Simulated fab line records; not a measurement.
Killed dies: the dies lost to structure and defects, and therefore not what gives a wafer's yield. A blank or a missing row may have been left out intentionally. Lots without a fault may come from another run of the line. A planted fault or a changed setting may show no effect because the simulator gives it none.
fab line records -- flow ritCmos
record lots=7, wafers=21, lastDay=7
route steps=202 shown CONTACT@168 M1@202
lots that met no fault: taken from a fault-free run of the same line
startH: hours from the record's opening day to when the first of the lot's shown wafers began -- waitH: hours since the lot's step before -- " as in the row above -- L1.1+2: a row that stands for several wafers -- - no value, or no start was given -- * or withheld: withheld -- < > ~ a bound
route shown NAME@n: NAME is a module with steps in the file, n the number in the route of the first one -- usual: mean/standard deviation of fault-free wafers -- same: alike in all rows -- chamber/n: place in a boat -- sites: each site's reading -- _std_site: the values' standard deviation -- _edge_site: the outer-site mean with the inner-site mean subtracted -- radiusMm: for every site, how far away it sits from the centre of the wafer -- mask NAME#n: copy n -- behind: the tool/chamber that last shaped the wafer -- hold: why the lot was held/for how many hours/how that ended -- device: the n, p or np transistor that did not switch -- end of line: at the end of the route, the tests of the same wafers -- a step with no rows: only its recipe -- killed: at the first sort, the dies lost to defects and structure; wafer yield is something else -- map: per-die view of a wafer (x killed, . not killed, _ where there is no die)
set.NAME: the setting as run; set.NAME@STEP: as run at that earlier step -- model.NAME: the simulator's own value behind a step, which no gauge read
lots at some steps of the route; a table a step, a row a wafer
services: the hour from which a tool's chamber was out of use, counted from the record's first day as startH (under 0 if before that day), plus the number of hours and why
## steps
# step RIT_CONTACT_CVD_00
# recipe material=SiO2, targetThkNm=400, precursor=TEOS, tempC=390, timeS=61, rfW=400
# usual heaterPowerW=352/57
lot.wafer,tool,chamber,startH,waitH,heaterPowerW,sinceWetCleanH
L365.1,pecvd-03,1,72.28,0.1,355,223
L365.3,pecvd-03,0,72.28,0.1,299,223
L365.6,pecvd-03,0,72.28,0.1,308,-
L368.1,pecvd-03,0,88.10,0.1,290,239
L368.2,pecvd-03,1,88.10,0.1,336,239
L368.4,pecvd-03,0,88.10,0.1,302,-
L370.1,pecvd-02,1,98.75,0.1,349,1045
L370.3,pecvd-02,0,98.75,0.1,404,1045
L370.5,pecvd-02,1,98.75,0.1,358,-
L371.1,pecvd-03,1,102.10,0.1,344,253
L371.3,pecvd-03,2,102.10,0.1,285,253
L371.4,pecvd-03,2,102.10,0.1,282,-
L379.1,pecvd-02,2,138.33,0.1,426,1084
L379.3,pecvd-02,1,138.33,0.1,307,1084
L379.4,pecvd-02,1,138.33,0.1,327,-
L384.2,pecvd-01,1,163.59,0.0,335,1500
L384.4,pecvd-01,2,163.59,0.0,408,-
L384.5,pecvd-01,1,163.59,0.0,344,-
L385.1,pecvd-02,0,170.66,0.1,416,1116
L385.3,pecvd-02,2,170.66,0.1,381,1116
L385.4,pecvd-02,0,170.66,0.1,434,-
# step RIT_CONTACT_THK_MEAS_01
# recipe reads=SiO2_of_CONTACT_CVD_00
# usual CONTACT_TEOS_THK=401/5
lot.wafer,tool,chamber,startH,waitH,CONTACT_TEOS_THK[nm]
L365.1,filmMetro-04,-,72.33,0.0,400
L365.3,filmMetro-04,-,72.33,0.0,406
L365.6,filmMetro-04,-,72.33,0.0,410
L368.1,filmMetro-02,-,88.15,0.0,401
L368.2,filmMetro-02,-,88.15,0.0,395
L368.4,filmMetro-02,-,88.15,0.0,406
L370.1,filmMetro-02,-,98.81,0.0,398
L370.3,filmMetro-02,-,98.81,0.0,403
L370.5,filmMetro-02,-,98.81,0.0,398
L371.1,filmMetro-02,-,102.15,0.0,392
L371.3,filmMetro-02,-,102.15,0.0,398
L371.4,filmMetro-02,-,102.15,0.0,400
L379.1,filmMetro-04,-,138.38,0.0,393
L379.3,filmMetro-04,-,138.38,0.0,395
L379.4,filmMetro-04,-,138.38,0.0,401
L384.2,filmMetro-01,-,163.65,0.0,397
L384.4,filmMetro-01,-,163.65,0.0,395
L384.5,filmMetro-01,-,163.65,0.0,399
L385.1,filmMetro-01,-,170.71,0.0,401
L385.3,filmMetro-01,-,170.71,0.0,395
L385.4,filmMetro-01,-,170.71,0.0,404
# step RIT_CONTACT_HMDS_02
# recipe primeTimeS=60, primeTempC=140
# step RIT_CONTACT_COAT_03
# recipe resist=NOVOLAK, spinRpm=3250, resistThkNm=1000
# step RIT_CONTACT_SOFTBAKE_04
# recipe resist=NOVOLAK, tempC=90, timeS=60
# step RIT_CONTACT_EXPOSE_05
# recipe maskId=M11, na=0.6, sourceShape=conventional, sigmaOuter=0.5, targetCdNm=1000, doseMj=250
# step RIT_CONTACT_PEB_06
# recipe resist=NOVOLAK, tempC=withheld, timeS=withheld
# step RIT_CONTACT_DEVELOP_07
# recipe resist=NOVOLAK, developTimeS=120, devTempC=23
# step RIT_CONTACT_CD_MEAS_08
# recipe targetCdNm=1000
# usual cdNm=998.9/2.1
lot.wafer,tool,chamber,startH,waitH,cdNm
L365.1,cdSem-02,-,73.35,-,999.1
L365.3,cdSem-02,-,73.35,-,999.4
L365.6,cdSem-02,-,73.35,-,998.9
L368.1,cdSem-01,-,89.18,-,999.1
L368.2,cdSem-01,-,89.18,-,1000.1
L368.4,cdSem-01,-,89.18,-,996.6
L370.1,cdSem-02,-,100.00,-,1000.8
L370.3,cdSem-02,-,100.00,-,999.0
L370.5,cdSem-02,-,100.00,-,996.3
L371.1,cdSem-01,-,103.52,-,996.3
L371.3,cdSem-01,-,103.52,-,996.3
L371.4,cdSem-01,-,103.52,-,998.4
L379.1,cdSem-01,-,139.41,-,998.7
L379.3,cdSem-01,-,139.41,-,998.2
L379.4,cdSem-01,-,139.41,-,1000.3
L384.2,cdSem-02,-,164.69,-,998.4
L384.4,cdSem-02,-,164.69,-,999.1
L384.5,cdSem-02,-,164.69,-,999.3
L385.1,cdSem-02,-,171.86,-,994.3
L385.3,cdSem-02,-,171.86,-,994.4
L385.4,cdSem-02,-,171.86,-,995.2
# step RIT_CONTACT_OVL_MEAS_09
# usual CONTACT_OVL=0.6/1.2
lot.wafer,tool,chamber,startH,waitH,CONTACT_OVL[nm]
L365.1,overlay-01,-,73.48,0.1,1.2
L365.3,overlay-01,-,73.48,0.1,-1.2
L365.6,overlay-01,-,73.48,0.1,0.0
L368.1,overlay-01,-,89.30,0.1,1.4
L368.2,overlay-01,-,89.30,0.1,1.1
L368.4,overlay-01,-,89.30,0.1,0.2
L370.1,overlay-01,-,100.12,0.1,-2.3
L370.3,overlay-01,-,100.12,0.1,1.6
L370.5,overlay-01,-,100.12,0.1,0.7
L371.1,overlay-02,-,103.64,0.1,0.8
L371.3,overlay-02,-,103.64,0.1,-0.5
L371.4,overlay-02,-,103.64,0.1,0.2
L379.1,overlay-01,-,139.53,0.1,1.5
L379.3,overlay-01,-,139.53,0.1,0.8
L379.4,overlay-01,-,139.53,0.1,0.1
L384.2,overlay-01,-,164.79,0.1,-0.8
L384.4,overlay-01,-,164.79,0.1,2.1
L384.5,overlay-01,-,164.79,0.1,1.3
L385.1,overlay-02,-,171.98,0.1,0.7
L385.3,overlay-02,-,171.98,0.1,2.8
L385.4,overlay-02,-,171.98,0.1,0.5
# step RIT_CONTACT_HARDBAKE_10
# recipe resist=NOVOLAK, tempC=140, timeS=60
# step RIT_CONTACT_ETCH_11
# recipe targetDepthA=4800, overEtchFrac=0.2, stopOn=TiSi2, chemistry=CHF3/CF4/Ar, target=SiO2, CHF3_flow_sccm=50, cf4FlowSccm=10, Ar_flow_sccm=100, O2_flow_sccm=5, pressureMtorr=100, rfW=200, timeS=320
# usual drypumpMotorCurrentA=5.6/0.58, mfcArSccm=100.00/0.29, oesProductAu=0.992/0.015, throttleValvePct=8.82/0.13
lot.wafer,tool,chamber,startH,waitH,drypumpMotorCurrentA,mfcArSccm,oesProductAu,rfHoursCounterH,throttleValvePct
L365.1,rieDiel-02,0,73.72,0.1,5.2,100.38,1.008,52,8.79
L365.3,rieDiel-02,2,73.72,0.1,5.0,99.96,0.989,98,8.73
L365.6,rieDiel-02,1,73.72,0.1,5.8,99.95,0.969,-,8.91
L368.1,rieDiel-03,0,89.48,0.1,5.2,99.45,0.984,23,8.78
L368.2,rieDiel-03,3,89.48,0.1,4.9,100.36,1.010,54,8.59
L368.4,rieDiel-03,1,89.48,0.1,5.3,99.54,0.976,8,8.76
L370.1,rieDiel-04,0,100.31,0.1,5.7,100.11,0.981,41,8.93
L370.3,rieDiel-04,1,100.31,0.1,4.8,99.93,0.999,134,8.71
L370.5,rieDiel-04,1,100.31,0.1,4.8,99.80,0.994,-,8.69
L371.1,rieDiel-02,0,103.83,0.1,5.2,99.96,1.016,53,8.78
L371.3,rieDiel-02,3,103.83,0.1,6.0,99.72,1.019,95,8.98
L371.4,rieDiel-02,1,103.83,0.1,5.7,100.15,0.976,53,8.95
L379.1,rieDiel-03,3,139.71,0.1,4.9,99.62,1.018,55,8.58
L379.3,rieDiel-03,0,139.71,0.1,5.2,100.37,0.994,24,8.80
L379.4,rieDiel-03,1,139.71,0.1,5.3,99.77,0.987,10,8.76
L384.2,rieDiel-03,1,164.97,0.1,5.3,99.96,0.981,11,8.74
L384.4,rieDiel-03,3,164.97,0.1,4.9,99.83,1.011,56,8.59
L384.5,rieDiel-03,0,164.97,0.1,5.2,99.76,0.993,-,8.79
L385.1,rieDiel-02,0,172.17,0.1,5.2,99.71,1.012,54,8.78
L385.3,rieDiel-02,3,172.17,0.1,6.0,100.20,1.017,96,8.98
L385.4,rieDiel-02,0,172.17,0.1,5.3,99.91,1.023,-,8.77
# step RIT_CONTACT_STRIP_12
# recipe chemistry=O2, timeS=180, resist=NOVOLAK, platenTempC=withheld, powerW=500, pressureMtorr=4000, o2FlowSccm=4000
# usual drypumpMotorCurrentA=5.4/0.48, runLengthS=208.3/0.31
lot.wafer,tool,chamber,startH,waitH,drypumpMotorCurrentA,rfHoursCounterH,runLengthS
L365.1,plasmaAsher-03,0,73.91,0.1,5.8,48,208.0
L365.3,plasmaAsher-03,1,73.91,0.1,5.5,-,208.2
L365.6,plasmaAsher-03,0,73.91,0.1,5.8,-,207.9
L368.1,plasmaAsher-03,0,89.68,0.1,5.8,50,253.7
L368.2,plasmaAsher-03,1,89.68,0.1,5.4,50,253.5
L368.4,plasmaAsher-03,0,89.68,0.1,5.8,-,253.4
L370.1,plasmaAsher-03,0,100.50,0.1,5.8,51,253.6
L370.3,plasmaAsher-03,0,100.50,0.1,5.8,-,253.6
L370.5,plasmaAsher-03,1,100.50,0.1,5.4,-,253.5
L371.1,plasmaAsher-03,1,104.02,0.1,5.4,51,253.5
L371.3,plasmaAsher-03,0,104.02,0.1,5.8,-,253.7
L371.4,plasmaAsher-03,1,104.02,0.1,5.4,-,253.6
L379.1,plasmaAsher-02,1,139.91,0.1,4.9,32,207.9
L379.3,plasmaAsher-02,1,139.91,0.1,5.0,-,207.7
L379.4,plasmaAsher-02,0,139.91,0.1,6.5,-,208.4
L384.2,plasmaAsher-03,0,165.17,0.1,5.8,56,208.9
L384.4,plasmaAsher-03,1,165.17,0.1,5.4,-,208.5
L384.5,plasmaAsher-03,0,165.17,0.1,5.8,-,207.9
L385.1,plasmaAsher-03,0,172.36,0.1,5.8,56,208.3
L385.3,plasmaAsher-03,0,172.36,0.1,5.8,-,208.0
L385.4,plasmaAsher-03,1,172.36,0.1,5.4,-,208.5
# step RIT_CONTACT_CD_MEAS_90
# recipe targetCdNm=1000
# usual cdNm=999.0/2.1
lot.wafer,tool,chamber,startH,waitH,cdNm
L365.1,cdSem-02,-,74.09,0.1,999.2
L365.3,cdSem-02,-,74.09,0.1,999.3
L365.6,cdSem-02,-,74.09,0.1,999.1
L368.1,cdSem-02,-,89.85,0.1,998.9
L368.2,cdSem-02,-,89.85,0.1,999.4
L368.4,cdSem-02,-,89.85,0.1,996.5
L370.1,cdSem-01,-,100.68,0.1,1000.9
L370.3,cdSem-01,-,100.68,0.1,999.5
L370.5,cdSem-01,-,100.68,0.1,997.3
L371.1,cdSem-01,-,104.20,0.1,995.8
L371.3,cdSem-01,-,104.20,0.1,996.8
L371.4,cdSem-01,-,104.20,0.1,997.9
L379.1,cdSem-02,-,140.08,0.1,997.9
L379.3,cdSem-02,-,140.08,0.1,998.2
L379.4,cdSem-02,-,140.08,0.1,1000.6
L384.2,cdSem-01,-,165.36,0.1,998.8
L384.4,cdSem-01,-,165.36,0.1,999.0
L384.5,cdSem-01,-,165.36,0.1,999.7
L385.1,cdSem-01,-,172.54,0.1,993.5
L385.3,cdSem-01,-,172.54,0.1,995.0
L385.4,cdSem-01,-,172.54,0.1,994.8
# step RIT_M1_PROBE_99
# usual killedAtContacts=0.0/0.22, killedAtFrontEnd=6.6/3, killedDies=6.6/3, killedOpen=3.4/2, killedShort=3.2/2
# same grossDies=264, killed_at_M0_to_M3=0, killed_at_M4_up=0, killedAtBackSide=0, killedAtOther=0
lot.wafer,tool,chamber,startH,waitH,killedAtContacts,killedAtFrontEnd,killedDies,killedOpen,killedShort
L365.1,prober-02,-,78.70,0.1,0,7,7,3,4
L365.3,prober-02,-,78.80,0.2,0,5,5,5,0
L365.6,prober-02,-,78.95,0.2,0,4,4,3,1
L368.1,prober-01,-,94.37,0.1,0,4,4,2,2
L368.2,prober-01,-,94.42,0.1,0,6,6,2,4
L368.4,prober-01,-,94.52,0.2,0,5,5,2,3
L370.1,prober-01,-,105.37,0.1,0,6,6,3,3
L370.3,prober-01,-,105.47,0.2,0,7,7,6,1
L370.5,prober-01,-,105.57,0.2,0,4,4,2,2
# killed by level:class
L365.1 FOX2:geometricParticle:short=2 GATE:geometricParticle:open=2 REOX:geometricParticle:short=2 FOX2:geometricParticle:open=1
L365.3 GATE:geometricParticle:open=2 FOX2:geometricParticle:open=1 SPACER:geometricParticle:open=1 SILICIDE:geometricParticle:open=1
L365.6 FOX1:geometricParticle:open=1 GATE:geometricParticle:short=1 SPACER:geometricParticle:open=1 SILICIDE:geometricParticle:open=1
L368.1 FOX1:geometricParticle:short=1 GATE:geometricParticle:short=1 SPACER:geometricParticle:open=1 SILICIDE:geometricParticle:open=1
L368.2 ACTIVE:geometricParticle:short=1 FOX2:geometricParticle:open=1 GATE:geometricParticle:short=1 REOX:geometricParticle:short=1 SPACER:geometricParticle:open=1 SILICIDE:geometricParticle:short=1
L368.4 FOX2:geometricParticle:short=1 GATE:geometricParticle:short=1 GATE:geometricParticle:open=1 REOX:geometricParticle:short=1 SILICIDE:geometricParticle:open=1
L370.1 FOX1:geometricParticle:open=1 GATE:geometricParticle:open=1 GATE:geometricParticle:short=1 REOX:geometricParticle:short=1 SPACER:geometricParticle:open=1 SILICIDE:geometricParticle:short=1
L370.3 FOX1:geometricParticle:open=2 REOX:geometricParticle:open=2 GATE:geometricParticle:open=1 SPACER:geometricParticle:open=1 SILICIDE:geometricParticle:short=1
L370.5 FOX2:geometricParticle:open=2 FOX1:geometricParticle:short=1 GATE:geometricParticle:short=1
## services
tool,chamber,startH,hours,kind
pecvd-02,2,52.24,11.3,repair
rieDiel-04,1,54.60,8.1,repair
pecvd-02,-,58.59,1.1,repair
rieDiel-02,3,60.54,7.6,repair
rieDiel-04,2,71.74,8.0,repair
pecvd-03,0,81.09,6.3,repair
rieDiel-04,2,81.53,3.8,repair
rieDiel-04,2,94.22,3.2,repair
pecvd-01,-,123.95,1.8,repair
pecvd-01,0,138.27,3.9,repair
plasmaAsher-03,-,141.43,21.2,repair
rieDiel-04,0,142.86,6.3,repair
pecvd-02,-,143.86,1.5,repair
rieDiel-04,2,150.01,13.5,repair
rieDiel-04,1,153.16,3.2,repair
plasmaAsher-02,-,157.25,4.0,repair
rieDiel-02,2,169.35,7.1,repair
## key
firstSign step=RIT_CONTACT_STRIP_12, reading=runLengthS, direction=up, sigmas=99+, usual=*, struck=*
effect none on later readings
metAt RIT_CONTACT_STRIP_12
struckWafers L368.1,L368.2,L368.4,L370.1,L370.3,L370.5,L371.1,L371.3,L371.4
testerLeftOut L368,L370,L371
onsetBetween 73.91 89.68
fault kind=processParameterDrift, tool=plasmaAsher-03, chamber=-, onsetH=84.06, steps=RIT_CONTACT_STRIP_12, channel=timeS, offset=*, shape=step, endH=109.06, actsIn=*, stated=*
# testerLeftOut: of these lots the tester's yield and bins aren't shown, on N5 and GAA mostly nor the transistor test; their killed dies are dies lost to structure and defects alone, not to doping, threshold or leakage, so they don't give the yield
